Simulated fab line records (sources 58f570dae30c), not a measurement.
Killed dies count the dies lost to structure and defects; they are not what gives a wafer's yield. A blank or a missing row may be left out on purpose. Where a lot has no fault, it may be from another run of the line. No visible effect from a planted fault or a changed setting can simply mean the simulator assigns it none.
fab line records ; flow berkeleyCmos170
record lots=7; wafers=21; lastDay=14
route steps=331 shown GATE@136 PLDD@145
lots with no fault: from the same line, run without faults
startH: hours from the record's first day to the start of the lot's first wafer shown ; waitH: hours since the lot's step before ; " repeats the value in the row above ; L1.1+2: a single row standing in for several wafers ; - no value, or no start was given ; * or withheld: withheld ; < > ~ a bound
route shown NAME@n: a module of which the file shows steps, and the number in the route of the first ; usual: mean and standard deviation over wafers with no fault ; same: alike in all rows ; chamber/n: place in a boat ; sites: each site's reading ; _std_site: standard deviation across them ; _edge_site: inner sites' mean taken away from outer sites' mean ; radiusMm: how far each site lies from the wafer's centre ; mask NAME#n: copy n ; behind: the tool/chamber that last shaped the wafer ; hold: what put the lot on hold/how long, in hours/how the hold closed ; device: transistor that didn't switch, given as n, p or np ; end of line: the tests these same wafers got at the end of their route ; where a step has no rows: the recipe by itself ; killed: not the wafer's yield, but the dies lost to structure and defects at the first sort ; map: a wafer's dies, marking killed ones x, the rest . and places with no die _
set.NAME: the setting that was run; set.NAME@STEP: the one run at that earlier step ; model.NAME: the simulator's own value behind a step, which no gauge read
lots at some steps of the route; a table a step, a row a wafer
services: the hour from which a tool's chamber was out of use, counted from the record's first day as startH (under 0 if before that day), plus the number of hours and why
## steps
# step UCB170_GATE_PEB_10
# recipe pebTempC=130; pebTimeS=withheld; resist=KrF
# step UCB170_GATE_DEVELOP_11
# recipe developer=TMAH; developTimeS=45; resist=KrF; devTempC=21
# step UCB170_GATE_CD_MEAS_12
# recipe targetCdNm=350
# usual cdNm=349.7/1.4
lot.wafer;tool;chamber;startH;waitH;cdNm
L271.2;cdSem-02;-;155.37;-;350.1
L271.3;cdSem-02;-;155.37;-;349.4
L271.5;cdSem-02;-;155.37;-;349.3
L274.2;cdSem-02;-;169.61;-;348.6
L274.3;cdSem-02;-;169.61;-;347.5
L274.5;cdSem-02;-;169.61;-;348.6
L273.1;cdSem-01;-;170.32;-;347.8
L273.3;cdSem-01;-;170.32;-;349.2
L273.6;cdSem-01;-;170.32;-;347.9
L277.3;cdSem-01;-;185.65;-;350.0
L277.5;cdSem-01;-;185.65;-;349.7
L277.6;cdSem-01;-;185.65;-;350.6
L276.1;cdSem-01;-;185.85;-;348.8
L276.3;cdSem-01;-;185.85;-;349.3
L276.4;cdSem-01;-;185.85;-;348.4
L285.1;cdSem-01;-;252.66;-;351.8
L285.5;cdSem-01;-;252.66;-;351.8
L285.6;cdSem-01;-;252.66;-;352.3
L292.1;cdSem-02;-;278.89;-;350.5
L292.2;cdSem-02;-;278.89;-;349.5
L292.4;cdSem-02;-;278.89;-;349.7
# step UCB170_GATE_OVL_MEAS_13
# usual GATE_OVL=0/5.9
lot.wafer;tool;chamber;startH;waitH;GATE_OVL[nm]
L271.2;overlay-01;-;155.48;0.1;-8
L271.3;overlay-01;-;155.48;0.1;-3
L271.5;overlay-01;-;155.48;0.1;1
L274.2;overlay-01;-;169.72;0.1;-4
L274.3;overlay-01;-;169.72;0.1;5
L274.5;overlay-01;-;169.72;0.1;2
L273.1;overlay-02;-;170.44;0.1;-2
L273.3;overlay-02;-;170.44;0.1;2
L273.6;overlay-02;-;170.44;0.1;6
L277.3;overlay-02;-;185.74;0.1;0
L277.5;overlay-02;-;185.74;0.1;3
L277.6;overlay-02;-;185.74;0.1;9
L276.1;overlay-02;-;185.97;0.1;7
L276.3;overlay-02;-;185.97;0.1;6
L276.4;overlay-02;-;185.97;0.1;10
L285.1;overlay-01;-;252.78;0.1;12
L285.5;overlay-01;-;252.78;0.1;17
L285.6;overlay-01;-;252.78;0.1;9
L292.1;overlay-02;-;279.01;0.1;-5
L292.2;overlay-02;-;279.01;0.1;1
L292.4;overlay-02;-;279.01;0.1;-3
# step UCB170_GATE_ETCH_14
# recipe chemistry=N2/H2; targetDepthA=withheld; overetchA=withheld; target=BARC; timeS=withheld; sourceW=500; biasW=100; pressureMtorr=30; n2FlowSccm=100; h2FlowSccm=200
# usual biasW=100.0/0.3; drypumpMotorCurrentA=5.9/0.35; oesProductAu=1.001/0.021; rfFwdPowerW=495.7/2.1; throttleValvePct=13.35/0.14
lot.wafer;tool;chamber;startH;waitH;biasW;drypumpMotorCurrentA;oesProductAu;rfFwdPowerW;throttleValvePct
L271.2;rieDiel-03;2;155.51;0.0;100.6;5.6;1.031;498.0;13.29
L271.3;rieDiel-03;0;155.51;0.0;99.3;5.6;1.032;501.8;13.14
L271.5;rieDiel-03;2;155.51;0.0;100.1;5.6;1.029;498.5;13.26
L274.2;rieDiel-03;2;169.75;0.0;99.4;5.6;1.019;499.0;13.26
L274.3;rieDiel-03;3;169.75;0.0;100.3;5.3;0.990;499.3;13.65
L274.5;rieDiel-03;3;169.75;0.0;100.2;5.3;0.996;499.5;13.66
L273.1;rieDiel-04;0;170.47;0.0;100.1;5.7;0.982;496.1;13.45
L273.3;rieDiel-04;2;170.47;0.0;100.6;6.4;0.984;495.6;13.26
L273.6;rieDiel-04;2;170.47;0.0;100.7;6.4;0.985;496.8;13.26
L277.3;rieDiel-03;2;185.76;0.0;99.6;5.6;1.030;497.1;13.27
L277.5;rieDiel-03;0;185.76;0.0;99.7;5.6;1.024;495.2;13.15
L277.6;rieDiel-03;1;185.76;0.0;99.9;6.1;1.008;495.8;13.49
L276.1;rieDiel-04;1;186.00;0.0;99.5;6.3;1.027;495.2;13.32
L276.3;rieDiel-04;2;186.00;0.0;99.8;6.4;0.982;495.2;13.26
L276.4;rieDiel-04;2;186.00;0.0;100.1;6.4;0.980;494.6;13.27
L285.1;rieDiel-02;2;252.81;0.0;100.0;6.0;1.009;494.3;13.48
L285.5;rieDiel-02;2;252.81;0.0;100.2;6.0;1.013;494.6;13.49
L285.6;rieDiel-02;1;252.81;0.0;99.8;6.4;0.988;501.3;13.40
L292.1;rieDiel-04;2;279.05;0.0;100.6;6.4;0.990;495.4;13.27
L292.2;rieDiel-04;3;279.05;0.0;99.7;6.2;0.995;496.8;13.17
L292.4;rieDiel-04;1;279.05;0.0;100.0;6.3;1.022;495.4;13.33
# step UCB170_GATE_ETCH_15
# recipe chemistry=HBr/Cl2; target=poly-Si; stopOn=SiO2; overEtchFrac=0.3; icpW=300; biasW=150; timeS=56.3; pressureMtorr=15; HBr_flow_sccm=150; Cl2_flow_sccm=50; targetDepthA=2782
# usual biasW=150.0/0.48; drypumpMotorCurrentA=5.8/0.34; oesProductAu=0.830/0.013; rfFwdPowerW=297.5/1.4; throttleValvePct=26.51/0.22
# same overEtchFrac=0.3
lot.wafer;tool;chamber;startH;waitH;biasW;drypumpMotorCurrentA;oesProductAu;rfFwdPowerW;rfHoursCounterH;throttleValvePct
L271.2;rieSi-01;3;155.55;-;150.2;5.6;0.837;298.9;54;26.84
L271.3;rieSi-01;0;155.55;-;149.9;5.8;0.809;294.7;48;26.41
L271.5;rieSi-01;1;155.55;-;150.8;5.7;0.834;299.0;-;26.36
L274.2;rieSi-01;3;169.79;-;149.7;5.6;0.822;298.5;54;26.88
L274.3;rieSi-01;0;169.79;-;150.3;5.8;0.811;294.0;48;26.41
L274.5;rieSi-01;3;169.79;-;149.9;5.6;0.830;295.9;-;26.86
L273.1;rieSi-02;3;170.52;-;149.8;5.8;0.835;298.7;65;26.28
L273.3;rieSi-02;2;170.52;-;149.5;5.4;0.852;297.3;42;26.67
L273.6;rieSi-02;2;170.52;-;149.8;5.3;0.854;297.0;-;26.70
L277.3;rieSi-01;3;185.80;-;150.5;5.6;0.828;297.7;54;26.85
L277.5;rieSi-01;0;185.80;-;148.7;5.8;0.810;295.1;-;26.42
L277.6;rieSi-01;1;185.80;-;150.3;5.7;0.816;298.3;-;26.35
L276.1;rieSi-02;1;186.04;-;149.6;5.4;0.812;298.3;0;26.81
L276.3;rieSi-02;3;186.04;-;150.3;5.8;0.838;297.5;65;26.30
L276.4;rieSi-02;0;186.04;-;149.4;6.1;0.829;299.0;48;26.29
L285.1;rieSi-02;0;252.86;-;149.7;6.1;0.820;299.2;48;26.29
L285.5;rieSi-02;0;252.86;-;149.2;6.1;0.817;298.5;-;26.29
L285.6;rieSi-02;3;252.86;-;149.4;5.8;0.837;298.4;-;26.29
L292.1;rieSi-02;0;279.09;-;149.3;6.1;0.821;297.9;49;26.29
L292.2;rieSi-02;2;279.09;-;150.3;5.3;0.844;296.8;43;26.68
L292.4;rieSi-02;3;279.09;-;149.8;5.8;0.835;295.6;65;26.29
# step UCB170_GATE_STRIP_16
# recipe chemistry=O2; powerW=400; pressureMtorr=3500; platenTempC=withheld; o2FlowSccm=400; overashFraction=0.5
# usual drypumpMotorCurrentA=5.8/0.44; oesProductAu=0.724/0.0048
lot.wafer;tool;chamber;startH;waitH;drypumpMotorCurrentA;oesProductAu;rfHoursCounterH
L271.2;plasmaAsher-01;0;155.60;0.0;6.3;0.723;38
L271.3;plasmaAsher-01;1;155.60;0.0;5.5;0.724;-
L271.5;plasmaAsher-01;0;155.60;0.0;6.3;0.734;-
L274.2;plasmaAsher-03;1;169.84;0.0;5.6;0.731;7
L274.3;plasmaAsher-03;1;169.84;0.0;5.7;0.719;-
L274.5;plasmaAsher-03;1;169.84;0.0;5.6;0.719;-
L273.1;plasmaAsher-01;0;170.56;0.0;6.2;0.715;40
L273.3;plasmaAsher-01;1;170.56;0.0;5.5;0.721;-
L273.6;plasmaAsher-01;0;170.56;0.0;6.2;0.724;-
L277.3;plasmaAsher-03;1;185.89;0.1;5.6;0.725;-
L277.5;plasmaAsher-03;0;185.89;0.1;6.4;0.726;-
L277.6;plasmaAsher-03;1;185.89;0.1;5.6;0.714;-
L276.1;plasmaAsher-01;0;186.09;0.0;6.3;0.733;42
L276.3;plasmaAsher-01;1;186.09;0.0;5.4;0.723;-
L276.4;plasmaAsher-01;0;186.09;0.0;6.2;0.728;-
L285.1;plasmaAsher-01;1;252.90;0.0;5.5;0.729;47
L285.5;plasmaAsher-01;0;252.90;0.0;6.2;0.716;-
L285.6;plasmaAsher-01;1;252.90;0.0;5.5;0.718;-
L292.1;plasmaAsher-02;0;279.14;0.0;5.2;0.729;55
L292.2;plasmaAsher-02;1;279.14;0.0;6.0;0.721;55
L292.4;plasmaAsher-02;0;279.14;0.0;5.2;0.724;-
# step UCB170_GATE_CD_MEAS_90
# recipe targetCdNm=350
# usual cdNm=349.6/1.4
lot.wafer;tool;chamber;startH;waitH;cdNm
L271.2;cdSem-02;-;155.77;0.1;350.2
L271.3;cdSem-02;-;155.77;0.1;348.8
L271.5;cdSem-02;-;155.77;0.1;349.2
L274.2;cdSem-02;-;169.96;0.1;349.3
L274.3;cdSem-02;-;169.96;0.1;347.5
L274.5;cdSem-02;-;169.96;0.1;348.5
L273.1;cdSem-02;-;170.66;0.1;347.1
L273.3;cdSem-02;-;170.66;0.1;349.3
L273.6;cdSem-02;-;170.66;0.1;348.8
L277.3;cdSem-02;-;186.31;0.4;350.2
L277.5;cdSem-02;-;186.31;0.4;349.6
L277.6;cdSem-02;-;186.31;0.4;351.5
L276.1;cdSem-02;-;186.51;0.4;349.1
L276.3;cdSem-02;-;186.51;0.4;349.9
L276.4;cdSem-02;-;186.51;0.4;349.4
L285.1;cdSem-01;-;253.00;0.1;351.1
L285.5;cdSem-01;-;253.00;0.1;350.6
L285.6;cdSem-01;-;253.00;0.1;351.9
L292.1;cdSem-02;-;279.24;0.1;350.8
L292.2;cdSem-02;-;279.24;0.1;349.8
L292.4;cdSem-02;-;279.24;0.1;349.8
# step UCB170_GATE_CLEAN_17
# recipe chemistry=SPM; tempC=120; timeS=600
# step UCB170_PLDD_HMDS_00
# recipe primeTimeS=60; primeTempC=100
# step UCB170_PLDD_COAT_01
# recipe resist=KrF; spinRpm=1500; resistThkNm=900
# step UCB170_PLDD_SOFTBAKE_02
# recipe resist=KrF; tempC=130; timeS=60
# step UCB170_PLDD_EXPOSE_03
# recipe maskId=PSELECT; na=0.5; sigmaOuter=0.6; sourceShape=conventional; targetCdNm=1200; doseMj=30
# usual exposureDoseMJCm2=29.996/0.029; focusOffsetNm=0.1/0.55; reticleTempC=23.00/0.1
lot.wafer;tool;chamber;startH;waitH;mask;exposureDoseMJCm2;focusOffsetNm;reticleTempC
L271.2;krfScanner-01;0;158.32;0.2;PSELECT#0;30.022;0.3;22.90
L271.3;krfScanner-01;0;158.32;0.2;PSELECT#0;30.012;0.5;22.87
L271.5;krfScanner-01;0;158.32;0.2;PSELECT#0;30.004;-0.4;22.85
L274.2;krfScanner-01;-;171.36;0.2;PSELECT#0;-;-;-
L274.3;krfScanner-01;-;171.36;0.2;PSELECT#0;-;-;-
L274.5;krfScanner-01;-;171.36;0.2;PSELECT#0;-;-;-
L273.1;krfScanner-01;-;171.94;0.1;PSELECT#0;-;-;-
L273.3;krfScanner-01;-;171.94;0.1;PSELECT#0;-;-;-
L273.6;krfScanner-01;-;171.94;0.1;PSELECT#0;-;-;-
L277.3;krfScanner-01;-;187.05;0.1;PSELECT#0;-;-;-
L277.5;krfScanner-01;-;187.05;0.1;PSELECT#0;-;-;-
L277.6;krfScanner-01;-;187.05;0.1;PSELECT#0;-;-;-
L276.1;krfScanner-01;0;187.49;0.2;PSELECT#0;29.991;-0.5;23.13
L276.3;krfScanner-01;0;187.49;0.2;PSELECT#0;30.002;-0.3;23.08
L276.4;krfScanner-01;0;187.49;0.2;PSELECT#0;29.994;-0.4;23.11
L285.1;krfScanner-02;0;254.05;0.1;PSELECT#0;30.054;0.4;22.78
L285.5;krfScanner-02;0;254.05;0.1;PSELECT#0;30.035;0.3;23.03
L285.6;krfScanner-02;0;254.05;0.1;PSELECT#0;30.068;0.6;22.86
L292.1;krfScanner-02;0;280.52;0.1;PSELECT#0;30.024;0.1;22.93
L292.2;krfScanner-02;0;280.52;0.1;PSELECT#0;29.981;0.2;22.89
L292.4;krfScanner-02;0;280.52;0.1;PSELECT#0;30.014;0.6;22.84
# step UCB170_PLDD_PEB_04
# recipe pebTempC=130; pebTimeS=withheld; resist=KrF
## services
tool;chamber;startH;hours;kind
rieDiel-03;3;151.50;6.1;repair
krfScanner-02;-;163.75;1.0;pm
rieDiel-03;0;166.88;1.8;repair
rieDiel-04;3;167.88;20.4;repair
rieSi-01;2;169.22;2.3;repair
rieDiel-04;2;180.48;4.4;repair
plasmaAsher-03;-;192.11;1.7;repair
rieDiel-04;3;196.15;6.2;repair
krfScanner-01;-;197.45;1.3;pm
rieSi-02;-;197.85;0.2;repair
rieDiel-04;3;210.11;44.7;repair
plasmaAsher-01;-;227.22;11.5;repair
rieDiel-03;-;229.82;0.4;repair
krfScanner-01;-;232.98;0.8;pm
krfScanner-02;-;235.56;1.3;pm
rieDiel-02;0;237.11;4.2;repair
rieDiel-02;1;237.38;7.9;repair
rieDiel-03;-;245.19;0.4;repair
rieSi-01;3;245.65;5.1;repair
rieDiel-04;-;251.17;0.6;repair
krfScanner-02;-;254.83;4.0;pm
krfScanner-02;-;261.99;0.8;pm
krfScanner-01;-;269.50;1.0;pm
## key
firstSign step=UCB170_PLDD_EXPOSE_03; reading=toolRecord; direction=missing
effect none on later readings
metAt UCB170_PLDD_EXPOSE_03
struckWafers L273.1,L273.3,L273.6,L274.2,L274.3,L274.5,L277.3,L277.5,L277.6
sortLeftOut L273.1,L273.3,L273.6,L274.2,L274.3,L274.5,L277.3,L277.5,L277.6
testerLeftOut L273,L274,L277
onsetBetween 158.32 171.36
fault kind=skippedStepWhole; tool=krfScanner-01; chamber=-; onsetH=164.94; steps=UCB170_PLDD_EXPOSE_03; scope=struckLotsOnly
# testerLeftOut: of these lots the tester's yield and bins aren't shown, on N5 and GAA mostly nor the transistor test; their killed dies are dies lost to structure and defects alone, not to doping, threshold or leakage, so they don't give the yield
# sortLeftOut: the simulated sort isn't trusted on such a fault, so these wafers' sort isn't shown, and their yield isn't known
